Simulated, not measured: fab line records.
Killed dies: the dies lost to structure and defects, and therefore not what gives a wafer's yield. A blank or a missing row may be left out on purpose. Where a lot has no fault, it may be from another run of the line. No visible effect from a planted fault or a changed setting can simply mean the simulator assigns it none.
Problem report, 8D (eight disciplines) form, completed by code | flow rit_cmos | the parts of the form that need people (team, actions taken, sign-off) are left out

== 1. THE ISSUE ==
Mean of spike_tc_centre_C at RIT_REOX_OXIDATION_03: 883.1 C across 6 wafers in 2 lots; on wafers with no fault it is 903.0 C (standard deviation 1.1). That puts it -18 standard deviations away from the usual mean.
The step: target thk 25.2 nm, ox time 5580 s.
Earliest sighting: wafer L210.3 on furnace-01 at day 6 02:19. The record holds 42 wafers of 14 lots with a number at this step. The rule behind "out" and "out of limits": a value lying over 4 standard deviations away from the usual mean. The other wafers with a number count as sound.

== 2. WHAT IT IS, WHAT IT ISN'T ==
question                    | is                                       | is not
which readings at this step | spike_tc_centre_C, zone_power_centre_pct | -
which lots                  | L210, L212                               | L197, L198, L199, L200, L203, L204, L205, L208, L211, L213, L214, L219
which wafers of those lots  | all that have a number                   | -
read on which tools         | furnace-01                               | furnace-03, furnace-04
when                        | from day 6 02:19                         | up to then (24 sound wafers); but 12 sound wafers of L211, L213, L214, L219 came after

== 3. SUSPECTS, AND WHAT RULES EACH OUT ==
Counting: a tool stays on the suspect list if, at a process step up to the reading, it processed all lots that are out and no sound lot following the first of them.
- furnace-01 at RIT_REOX_OXIDATION_03 (target thk 25.2 nm, ox time 5580 s): kept. It ran every lot that is out, first L210 (day 6 02:19), and no sound lot after that; its last sound lot up to then is L208 (day 5 07:59). On those wafers its own readings are out: spike_tc_centre_C, zone_power_centre_pct.
Left after counting: furnace-01 at RIT_REOX_OXIDATION_03.

== 4. THE CAUSE (what the simulator had put in) ==
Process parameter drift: furnace-01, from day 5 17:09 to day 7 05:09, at RIT_REOX_OXIDATION_03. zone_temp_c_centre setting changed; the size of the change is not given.
The count eliminated every tool but this one.

== 5. THE EFFECT CHAIN, in route order ==
Each row: a reading where the mean over the struck wafers with a number is more than 3 standard deviations away from the usual. Only readings for which the record gives a usual standard deviation are gone through. hours: the time from each lot's start at the first step in this table that gives one to its start at this step, as a median over the lots. sigmas: the change in usual standard deviations.
hours | step                  | reading               | usual   | on struck wafers | change | sigmas
0     | RIT_REOX_OXIDATION_03 | spike_tc_centre_C     | 903.0 C | 883.1            | -19.9  | -18
0     | RIT_REOX_OXIDATION_03 | zone_power_centre_pct | 42.6 %  | 32.4             | -10.2  | -4.4
Its process steps:
- RIT_REOX_OXIDATION_03: target thk 25.2 nm, ox time 5580 s.

== 6. WHAT WOULD HAVE CAUGHT IT SOONER ==
The fault began at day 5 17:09; the first out-of-limits reading in this record came at day 6 02:19, 9 hours later.
